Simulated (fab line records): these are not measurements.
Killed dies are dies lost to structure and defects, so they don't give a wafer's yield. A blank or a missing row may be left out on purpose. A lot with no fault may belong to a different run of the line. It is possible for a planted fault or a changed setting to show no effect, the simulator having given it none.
A lot that was struck, set against a sound lot | flow rit cmos | 23 steps out of a route of 202
Sound: wafers L672.1, L672.5, L672.6. The struck wafers were L682.2, L682.3, L682.4. The cause is given at the end.
Each step with rows lists, per side, the tool, then ch with its chambers, then its first start. Under that, the readings that differ: sound wafers | struck wafers | difference of the means | sigmas: that difference in standard deviations of wafers without a fault.
alike: same words and numbers on both sides, and readings whose means sit less than 2 such deviations apart. not compared: any withheld reading, any reading some wafer has no value for, any bound like >300 that may hide the same value, and any number with overlapping values for which the record gives no deviation.
A row with sigmas, a row that says differs or no value, or rows on one side alone: a step with any of these is where the two part. Non-overlapping numbers with no deviation appear without sigmas and do not part them. A reading that every wafer of one side lacks parts them only if that side has two wafers or more.

RIT_SDANNEAL_RS_MEAS_06: the measuring method here is four-point-probe.
  sound: film metro-01 at day 3 03:11; struck: film metro-01 at day 5 04:58
  alike: PLDD_RS
RIT_SDANNEAL_RS_MEAS_07: the measuring method here is four-point-probe.
  sound: film metro-01 at day 3 03:18; struck: film metro-01 at day 5 05:05
  alike: NLDD_RS
then, 1 step without rows for these wafers: RIT_SILICIDE_WET_ETCH_00 (etches SiO2 in BOE, target depth 14 nm, time 15 s).
RIT_SILICIDE_SPUTTER_01: material Ti, target thk 30 nm, time 240 s.
  sound: pvd sputter-04 at day 3 03:26; struck: pvd sputter-04 at day 5 05:12
  alike: cathode dc power W, throttle valve pct
RIT_SILICIDE_RS_MEAS_02: the measuring method here is four-point-probe.
  sound: film metro-02 at day 3 03:35; struck: film metro-02 at day 5 05:22
  alike: SILICIDE_TI_RS
RIT_SILICIDE_THK_MEAS_03: measures by xrf.
  sound: film metro-02 at day 3 03:42; struck: film metro-02 at day 5 05:29
  alike: SILICIDE_TI_THK
RIT_SILICIDE_RTA_04: time 10 s, ramp up 5 s, ramp down 5 s.
  sound on rtp anneal-02 ch 0, day 3 03:46; struck on rtp anneal-02 ch 0, day 5 05:32
  alike: wafer_temp_C_max
then, 1 step without rows for these wafers: RIT_SILICIDE_WET_ETCH_05 (etches Ti in SPM, time 120 s).
RIT_SILICIDE_RTA_06: time 10 s, ramp up 5 s, ramp down 10 s.
  sound on rtp anneal-01 ch 0, day 3 03:52; struck on rtp anneal-01 ch 0, day 5 05:39
  alike: wafer_temp_C_max
RIT_CONTACT_CVD_00: deposits SiO2 from TEOS, target thk 400 nm, time 61 s.
  sound on pecvd-03 ch 0,1, day 3 03:56; struck on pecvd-01 ch 0,1,2, day 5 05:42
  alike: heater power w
RIT_CONTACT_THK_MEAS_01:
  sound: film metro-01 at day 3 03:59; struck: film metro-01 at day 5 05:46
  alike: CONTACT_TEOS_THK
then, 1 step without rows for these wafers: RIT_CONTACT_HMDS_02 (prime time 60 s).
RIT_CONTACT_COAT_03: resist thk 1000 nm.
  sound on litho track-03 ch 0, day 3 04:12; struck on litho track-01 ch 0, day 5 05:59
  reading                                      | sound            | struck         | difference | sigmas
  model.NOVOLAK_of_CONTACT_COAT_03.thk nm (nm) | 997.7 1001 998.1 | 1019 1021 1021 | +21        |
  alike: exhaust pa, resist line temp C
then, 4 steps without rows for these wafers: RIT_CONTACT_SOFTBAKE_04 (time 60 s); RIT_CONTACT_EXPOSE_05 (exposes mask M11, target cd 1000 nm); RIT_CONTACT_PEB_06; RIT_CONTACT_DEVELOP_07 (develop time 120 s).
RIT_CONTACT_CD_MEAS_08: the cd target is 1000 nm.
  sound: cd sem-02 at day 3 05:08; struck: cd sem-02 at day 5 06:55
  alike: cd nm
RIT_CONTACT_OVL_MEAS_09:
  sound: overlay-02 at day 3 05:16; struck: overlay-02 at day 5 07:02
  alike: CONTACT_OVL
then, 1 step without rows for these wafers: RIT_CONTACT_HARDBAKE_10 (time 60 s).
RIT_CONTACT_ETCH_11: etches SiO2 in CHF3/CF4/Ar, stops on TiSi2, target depth 480 nm, time 320 s.
  sound on rie diel-01 ch 0,1,2, day 3 05:26; struck on rie diel-01 ch 0,2, day 5 07:13
  reading                                      | sound             | struck            | difference | sigmas
  CHF3_flow_sccm (sccm)                        | 49.79 49.85 49.79 | 50.18 50.29 49.92 | +0.32      | +2
  model.NOVOLAK_of_CONTACT_COAT_03.thk nm (nm) | 765.9 770.3 766.6 | 785.1 786.2 786.7 | +18.4      |
  alike: drypump motor current A, oes product au, throttle valve pct
  not compared: rf hours counter h
RIT_CONTACT_STRIP_12: strips in O2, time 180 s.
  sound on plasma asher-01 ch 0,1, day 3 05:38; struck on plasma asher-04 ch 0,1, day 5 07:24
  alike: drypump motor current A
  not compared: rf hours counter h
RIT_M1_PROBE_99:
  sound: prober-01 at day 3 10:18; struck: prober-01 at day 5 12:35
  alike: killed at contacts, killed at front end, killed dies, killed on rim, killed open, killed short

WHERE THEY PART
RIT_CONTACT_ETCH_11 only, going by this record. Later steps at which nothing parts them and some readings are alike: RIT_CONTACT_STRIP_12, RIT_M1_PROBE_99.

WHY: whatever the simulator had introduced
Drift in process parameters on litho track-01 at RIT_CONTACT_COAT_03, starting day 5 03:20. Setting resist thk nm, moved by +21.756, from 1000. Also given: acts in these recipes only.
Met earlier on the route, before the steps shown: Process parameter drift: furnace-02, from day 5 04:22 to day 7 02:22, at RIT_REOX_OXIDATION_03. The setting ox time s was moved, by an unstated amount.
